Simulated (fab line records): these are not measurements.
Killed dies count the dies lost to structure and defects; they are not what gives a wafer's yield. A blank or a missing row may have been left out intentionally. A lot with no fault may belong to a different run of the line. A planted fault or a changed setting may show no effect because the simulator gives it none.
Which of the tools did it? | flow berkeley cmos170 | 6 lots with 18 wafers sampled at 2 steps, on a route of 331 steps

== WHAT THE GAUGES SHOWED, per wafer ==
UCB170_NVT_OVL_MEAS_06.
lot  | measured     | on         | NVT_OVL (nm)
L344 | day 5 10:42  | overlay-02 | -18 -9 -7
L346 | day 5 23:59  | overlay-02 | -3 -3 -10
L359 | day 9 01:11  | overlay-02 | -6 1 -6
L361 | day 9 06:50  | overlay-01 | -12 -6 -9
L364 | day 9 17:45  | overlay-02 | -7 -5 -2
L365 | day 10 03:29 | overlay-01 | -5 -9 -5

== WHAT TOOL EACH LOT RAN ON (gives the tool, then ch and the chambers of the sampled wafers, and finally the start) ==
lot  | UCB170_NVT_EXPOSE_03
L344 | krf scanner-01 ch 0, day 5 10:16
L346 | krf scanner-01 ch 0, day 5 23:26
L359 | krf scanner-01 ch 0, day 9 00:47
L361 | krf scanner-01 ch 0, day 9 06:28
L364 | krf scanner-01 ch 0, day 9 17:20
L365 | krf scanner-01 ch 0, day 10 03:05
- UCB170_NVT_EXPOSE_03: exposes mask PWELL, target cd 3000 nm.

== THE ANSWER, worked out from the rows above alone ==
Rule: the lots themselves supply what counts as usual. The widest of any qualifying gaps counts: lots, ordered by their means at a reading, are off when they make up no more than a third of the lots, leave a main group of 4 or more, and stand apart from it by 3 or more times the standard deviation of that group's means. A main group whose means are all the same, to the digits that the tables above print for the reading, isn't used. A lot without any number at a reading at which 4 lots or more have one is off too. All remaining lots with rows at the step are treated as sound.
None of the lots is off at any reading shown; this tells nothing.

== WHAT THE SIMULATOR HAD INSERTED ==
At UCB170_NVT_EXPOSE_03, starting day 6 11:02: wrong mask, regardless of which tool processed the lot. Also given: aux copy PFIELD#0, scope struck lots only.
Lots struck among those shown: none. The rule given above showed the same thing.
